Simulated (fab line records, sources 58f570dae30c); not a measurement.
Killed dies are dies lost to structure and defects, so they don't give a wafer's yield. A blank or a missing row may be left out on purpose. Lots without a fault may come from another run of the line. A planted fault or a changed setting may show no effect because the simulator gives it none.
fab line records | flow berkeley_cmos170
record lots=6 wafers=18 last_day=13
route steps=331 shown NWELL@27 PWELL@34
lots that met no fault: from a run of the same line without faults
start_h: hours from the record's first day to the start of the lot's first wafer shown | wait_h: hours since the lot's step before | " the same as in the row above | L1.1+2: a row that stands for several wafers | - no value, or no start given | * or withheld: withheld | < > ~ a bound
route shown NAME@n: a module of which the file shows steps, and the number in the route of the first | usual: mean/standard deviation of fault-free wafers | same: alike in all rows | chamber/n: place in a boat | sites: the reading at each site | _std_site: their standard deviation | _edge_site: outer sites' mean less inner sites' | radius_mm: how far each site lies from the wafer's centre | mask NAME#n: copy n | behind: the tool/chamber that last shaped the wafer | hold: why the lot was held/for how many hours/how that ended | device: the transistor (n, p or np) that didn't switch | end of line: the same wafers' tests at the end of the route | a step without rows: its recipe alone | killed: dies lost to structure and defects at the first sort, not the wafer's yield | map: a wafer's dies, x killed, . not, _ none there
set.NAME: the setting as run; set.NAME@STEP: as run at that earlier step | model.NAME: the simulator's own value behind a step, which no gauge read
lots at some steps of the route; a table a step, a row a wafer
services: from which hour (start_h, from the record's first day; less than 0 if before it) a tool's chamber was out of use, for how many hours, and why
## steps
# step UCB170_NWELL_ETCH_13
# recipe chemistry=CH3F/Ar/O2 target=Si3N4 stop_on=SiO2 CH3F_flow_sccm=20 Ar_flow_sccm=50 O2_flow_sccm=7 pressure_mtorr=50 rf_w=450 target_depth_a=2464 over_etch_frac=0.1 time_s=154
# usual CH3F_flow_sccm=20.01/0.061 drypump_motor_current_A=5.6/0.36 mfc_ar_sccm=50.01/0.14 oes_product_au=0.941/0.012 throttle_valve_pct=8.07/0.12
# columns lot.wafer tool chamber start_h wait_h CH3F_flow_sccm drypump_motor_current_A mfc_ar_sccm oes_product_au rf_hours_counter_h throttle_valve_pct
L549.1 rie_diel-02 2 68.94 0.0 19.98 5.8 49.88 0.931 90 8.17
L549.2 " 3 " " 19.95 4.9 49.88 0.957 6 8.02
L549.3 " 0 " " 19.89 5.6 49.99 0.943 116 8.12
L554.2 rie_diel-02 0 90.36 0.0 20.10 5.6 50.02 0.933 117 8.13
L554.3 " 2 " " 20.04 5.8 50.12 0.920 91 8.18
L554.4 " 3 " " 20.02 4.9 50.08 0.951 7 8.04
L559.1 rie_diel-02 1 115.98 0.0 19.98 5.5 49.84 0.922 132 8.24
L559.3 " 0 " " 20.01 5.6 50.14 0.938 119 8.12
L559.6 " 2 " " 19.91 5.8 50.06 0.928 - 8.18
L558.2 rie_diel-03 3 116.25 0.0 20.02 5.5 49.95 0.960 150 7.99
L558.3 " 0 " " 19.95 5.2 50.00 0.929 4 7.84
L558.4 " 2 " " 19.91 5.8 50.02 0.944 152 8.18
L562.1 rie_diel-02 2 138.49 0.0 20.02 5.8 50.00 0.926 92 8.17
L562.5 " 2 " " 19.99 5.8 50.16 0.933 - 8.18
L562.6 " 1 " " 20.03 5.5 49.94 0.928 - 8.24
L563.3 rie_diel-03 1 138.77 0.0 20.01 6.3 50.09 0.941 18 8.16
L563.4 " 2 " " 20.01 5.8 49.99 0.936 153 8.19
L563.6 " 3 " " 19.96 5.5 49.81 0.951 - 7.99
# step UCB170_NWELL_IMPLANT_14
# recipe species=P dose_cm2=1e+13 energy_kev=150 tilt_deg=7
# step UCB170_NWELL_STRIP_15
# recipe chemistry=O2 power_w=400 pressure_mtorr=3500 platen_temp_c=withheld o2_flow_sccm=400 overash_fraction=0.5
# usual drypump_motor_current_A=5.58/0.29 oes_product_au=0.721/0.0043 strip_time_to_endpoint_s=18.00/0.11
# same overash_fraction=0.5
# columns lot.wafer tool chamber start_h wait_h drypump_motor_current_A oes_product_au rf_hours_counter_h strip_time_to_endpoint_s
L549.1 plasma_asher-04 0 69.19 0.1 5.46 0.724 32 17.94
L549.2 " 1 " " 6.00 0.720 32 17.93
L549.3 " 1 " " 6.01 0.722 - 18.06
L554.2 plasma_asher-02 1 90.61 0.1 5.30 0.722 36 17.96
L554.3 " 0 " " 5.84 0.728 - 18.03
L554.4 " 1 " " 5.28 0.719 - 18.00
L559.1 plasma_asher-02 0 116.25 0.1 5.87 0.718 41 17.92
L559.3 " 1 " " 5.30 0.720 - 17.95
L559.6 " 1 " " 5.29 0.721 - 17.90
L558.2 plasma_asher-02 0 116.60 0.2 5.85 0.723 41 18.11
L558.3 " 1 " " 5.26 0.724 - 18.22
L558.4 " 0 " " 5.85 0.724 - 18.00
L562.1 plasma_asher-04 1 138.74 0.1 6.00 0.723 38 17.87
L562.5 " 0 " " 5.45 0.719 - 17.94
L562.6 " 1 " " 6.00 0.719 - 17.88
L563.3 plasma_asher-03 1 139.05 0.1 5.60 0.716 - 18.04
L563.4 " 0 " " 5.23 0.715 - 17.84
L563.6 " 0 " " 5.25 0.725 - 18.00
# step UCB170_NWELL_TW_MEAS_16
# usual NWELL_TW=1238/11
# columns lot.wafer tool chamber start_h wait_h NWELL_TW
L549.1 film_metro-04 - 69.29 0.1 1254
L549.2 " - " " 1254
L549.3 " - " " 1253
L554.2 film_metro-04 - 90.72 0.1 1261
L554.3 " - " " 1259
L554.4 " - " " 1258
L559.1 film_metro-01 - 116.35 0.1 1229
L559.3 " - " " 1224
L559.6 " - " " 1223
L558.2 film_metro-03 - 116.71 0.1 1232
L558.3 " - " " 1223
L558.4 " - " " 1229
L562.1 film_metro-03 - 138.84 0.1 1237
L562.5 " - " " 1236
L562.6 " - " " 1238
L563.3 film_metro-01 - 139.14 0.1 1223
L563.4 " - " " 1225
L563.6 " - " " 1223
# step UCB170_NWELL_CLEAN_17
# recipe chemistry=SPM temp_c=120 time_s=600
# step UCB170_NWELL_WET_ETCH_18
# recipe chemistry=H3PO4 target=Si3N4 temp_c=160 time_s=14400
# step UCB170_NWELL_WET_ETCH_19
# recipe chemistry=BOE dilution=5:1 target=SiO2 temp_c=25 time_s=22
# step UCB170_PWELL_CLEAN_00
# recipe chemistry=SPM temp_c=120 time_s=600
# step UCB170_PWELL_CLEAN_01
# recipe chemistry=dHF dilution=25:1 time_s=60
# step UCB170_PWELL_OXIDATION_02
# recipe temp_c=990.9 ambient=O2 target_thk_a=264 ox_time_s=1260
# step UCB170_PWELL_THK_MEAS_03
# recipe reads=SiO2_of_PWELL_OXIDATION_02
# usual PWELL_OXIDE_THK=23.9/0.65
# columns lot.wafer tool chamber start_h wait_h PWELL_OXIDE_THK[nm]
L549.1 film_metro-02 - 84.91 0.0 22.9
L549.2 " - " " 23.3
L549.3 " - " " 23.1
L554.2 film_metro-02 - 102.00 0.0 24.8
L554.3 " - " " 25.1
L554.4 " - " " 24.7
L559.1 film_metro-03 - 129.83 0.0 23.7
L559.3 " - " " 24.0
L559.6 " - " " 23.8
L558.2 film_metro-04 - 129.84 0.0 23.2
L558.3 " - " " 23.5
L558.4 " - " " 23.2
L562.1 film_metro-03 - 149.82 0.0 24.8
L562.5 " - " " 24.4
L562.6 " - " " 24.7
L563.3 film_metro-04 - 149.84 0.0 24.7
L563.4 " - " " 24.9
L563.6 " - " " 25.0
# step UCB170_PWELL_ANNEAL_04
# recipe temp_c=1000 time_s=900 ambient=N2
# step UCB170_PWELL_CVD_05
# recipe material=Si3N4 target_thk_nm=220 temp_c=800 precursor=SiH2Cl2/NH3 time_s=3300 pressure_mtorr=200 sih2cl2_flow_sccm=25 nh3_flow_sccm=75
# usual zone_power_centre_pct=35.9/2.7
# columns lot.wafer tool chamber start_h wait_h zone_power_centre_pct model.Si3N4_of_PWELL_CVD_05.thk_nm
L549.1 lpcvd-02 0 91.08 0.0 37.0 220
L549.2 " 0 " " 36.4 221
L549.3 " 0 " " 36.4 220.1
L554.2 lpcvd-01 0 107.47 0.0 33.7 221
L554.3 " 0 " " 33.4 220.4
L554.4 " 0 " " 33.3 221.1
L558.2 lpcvd-02 1 135.60 0.0 34.4 217.8
L558.3 " 1 " " 34.7 218.3
L558.4 " 1 " " 34.9 217.2
L559.1 lpcvd-02 0 135.60 0.0 36.9 216
L559.3 " 0 " " 36.5 215.8
L559.6 " 0 " " 36.4 217
L562.1 lpcvd-01 1 156.18 0.1 41.0 219.2
L562.5 " 1 " " 40.3 219.5
L562.6 " 1 " " 41.0 220.7
L563.3 lpcvd-01 0 156.18 0.1 33.1 218.2
L563.4 " 0 " " 33.0 218.5
L563.6 " 0 " " 33.0 215.6
# step UCB170_PWELL_THK_MEAS_06
# recipe reads=Si3N4_of_PWELL_CVD_05
# usual PWELL_NITRIDE_THK=220.5/1.8
# columns lot.wafer tool chamber start_h wait_h PWELL_NITRIDE_THK[nm]
L549.1 film_metro-02 - 93.96 0.0 220.1
L549.2 " - " " 220.8
L549.3 " - " " 220.2
L554.2 film_metro-04 - 109.40 0.0 221.2
L554.3 " - " " 220.4
L554.4 " - " " 221.2
L559.1 film_metro-03 - 137.52 0.0 216.0
L559.3 " - " " 215.9
L559.6 " - " " 216.9
L558.2 film_metro-02 - 137.53 0.0 217.9
L558.3 " - " " 218.2
L558.4 " - " " 217.0
L562.1 film_metro-03 - 158.10 0.0 219.2
L562.5 " - " " 219.4
L562.6 " - " " 220.6
L563.3 film_metro-02 - 158.12 0.0 217.9
L563.4 " - " " 218.6
L563.6 " - " " 215.6
# step UCB170_PWELL_HMDS_07
# recipe prime_time_s=60 prime_temp_c=100
# step UCB170_PWELL_COAT_08
# recipe resist=KrF spin_rpm=1500 resist_thk_nm=900
# step UCB170_PWELL_SOFTBAKE_09
# recipe resist=KrF temp_c=130 time_s=60
# step UCB170_PWELL_EXPOSE_10
# recipe mask_id=PWELL target_cd_nm=3000 na=0.5 sigma_outer=0.6 source_shape=conventional dose_mj=19
# step UCB170_PWELL_PEB_11
# recipe peb_temp_c=130 peb_time_s=withheld resist=KrF
# step UCB170_PWELL_DEVELOP_12
# recipe developer=TMAH develop_time_s=45 resist=KrF dev_temp_c=21
# step UCB170_PWELL_OVL_MEAS_13
# usual PWELL_OVL=1/4.4
# columns lot.wafer tool chamber start_h wait_h PWELL_OVL[nm]
L549.1 overlay-02 - 94.98 - -1
L549.2 " - " " -4
L549.3 " - " " -5
L554.2 overlay-02 - 110.63 - 3
L554.3 " - " " 8
L554.4 " - " " 6
L559.1 overlay-01 - 139.75 - -4
L559.3 " - " " -3
L559.6 " - " " -2
L558.2 overlay-02 - 140.48 - -3
L558.3 " - " " -3
L558.4 " - " " 2
L563.3 overlay-02 - 159.01 - 2
L563.4 " - " " 6
L563.6 " - " " -1
L562.1 overlay-01 - 159.46 - 4
L562.5 " - " " 5
L562.6 " - " " -1
# step UCB170_PWELL_ETCH_14
# recipe chemistry=CH3F/Ar/O2 target=Si3N4 stop_on=SiO2 CH3F_flow_sccm=20 Ar_flow_sccm=50 O2_flow_sccm=7 pressure_mtorr=50 rf_w=450 target_depth_a=2420 over_etch_frac=0.1 time_s=156.7
# usual CH3F_flow_sccm=20.00/0.054 drypump_motor_current_A=5.8/0.4 mfc_ar_sccm=49.97/0.15 oes_product_au=0.940/0.012 throttle_valve_pct=7.98/0.11
# columns lot.wafer tool chamber start_h wait_h CH3F_flow_sccm drypump_motor_current_A mfc_ar_sccm oes_product_au rf_hours_counter_h throttle_valve_pct model.etch.depth_nm
L549.1 rie_diel-01 3 95.02 0.0 19.97 5.8 50.02 0.925 33 7.93 220
L549.2 " 2 " " 19.96 4.9 49.60 0.967 14 7.81 221
L549.3 " 1 " " 20.16 6.0 50.12 0.917 9 7.91 220.1
L554.2 rie_diel-04 2 110.66 0.0 20.14 5.8 49.79 0.951 160 8.10 221
L554.3 " 0 " " 19.97 6.1 49.81 0.942 12 7.90 220.4
L554.4 " 3 " " 20.01 5.5 50.05 0.944 1 8.06 221.1
L559.1 rie_diel-03 3 139.79 0.0 20.09 5.5 49.89 0.936 151 8.00 216
L559.3 " 2 " " 20.00 5.8 49.81 0.923 153 8.19 215.8
L559.6 " 2 " " 20.00 5.8 49.91 0.934 - 8.20 217
L558.2 rie_diel-04 3 140.51 0.0 19.97 5.5 49.99 0.931 3 8.05 217.8
L558.3 " 3 " " 19.97 5.5 49.89 0.937 - 8.06 218.3
L558.4 " 1 " " 20.03 5.6 49.93 0.924 - 7.95 217.2
L563.3 rie_diel-01 3 159.04 0.0 19.96 5.8 49.81 0.921 36 7.93 218.2
L563.4 " 0 " " 19.90 6.2 50.07 0.934 152 7.98 218.5
L563.6 " 0 " " 19.95 6.2 50.14 0.926 - 7.99 215.6
L562.1 rie_diel-04 2 159.50 0.0 20.03 5.8 49.86 0.961 0 8.09 219.2
L562.5 " 1 " " 19.99 5.6 50.05 0.932 - 7.96 219.5
L562.6 " 0 " " 19.99 6.1 49.73 0.930 - 7.92 220.7
# step UCB170_PWELL_IMPLANT_15
# recipe species=B dose_cm2=5e+12 energy_kev=60 tilt_deg=7
## services
# columns tool chamber start_h hours kind
rie_diel-01 2 51.93 36.2 repair
rie_diel-02 - 53.54 14.6 pm
rie_diel-01 1 55.56 4.5 repair
rie_diel-04 3 70.38 - clean
rie_diel-04 3 70.38 15.4 scheduled_down
rie_diel-04 3 70.38 15.4 vent_cycle
plasma_asher-04 - 71.90 1.5 repair
rie_diel-02 3 79.04 3.4 repair
rie_diel-04 3 86.04 13.0 repair
rie_diel-04 2 92.58 6.4 repair
plasma_asher-03 - 93.85 8.6 repair
rie_diel-02 2 99.13 16.8 repair
plasma_asher-04 - 107.28 16.5 repair
plasma_asher-03 - 108.75 9.0 pm
plasma_asher-03 0 108.75 9.0 vent_cycle
rie_diel-02 - 119.44 0.2 repair
rie_diel-02 1 119.87 2.9 repair
rie_diel-01 - 120.99 2.3 repair
rie_diel-04 2 123.35 - clean
rie_diel-04 2 123.35 26.3 scheduled_down
rie_diel-04 2 123.35 26.3 vent_cycle
rie_diel-04 0 130.10 12.0 repair
plasma_asher-03 - 148.96 0.4 repair
rie_diel-03 - 152.39 1.2 repair
## key
first_sign step=UCB170_PWELL_THK_MEAS_06 reading=PWELL_NITRIDE_THK direction=down sigmas=1.9 usual=220.5 struck=217.0
effect none on later readings
model_effect step=UCB170_PWELL_CVD_05 value=Si3N4_of_PWELL_CVD_05.thk_nm without=222.6 struck=217
model_effect step=UCB170_PWELL_ETCH_14 value=etch.depth_nm without=222.6 struck=217
met_at UCB170_PWELL_CVD_05
struck_wafers L558.2,L558.3,L558.4,L559.1,L559.3,L559.6
tester_left_out L558,L559
onset_between 91.08 135.60
also_fits UCB170_NWELL_STRIP_15:plasma_asher-02
fault kind=process_parameter_drift tool=lpcvd-02 chamber=- onset_h=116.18 steps=UCB170_PWELL_CVD_05 channel=target_thk_nm offset=-5.6096 shape=step end_h=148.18 acts_in=these_recipes_only stated=220
# tester_left_out: of these lots the tester's yield and bins aren't shown, on N5 and GAA mostly nor the transistor test; their killed dies are dies lost to structure and defects alone, not to doping, threshold or leakage, so they don't give the yield
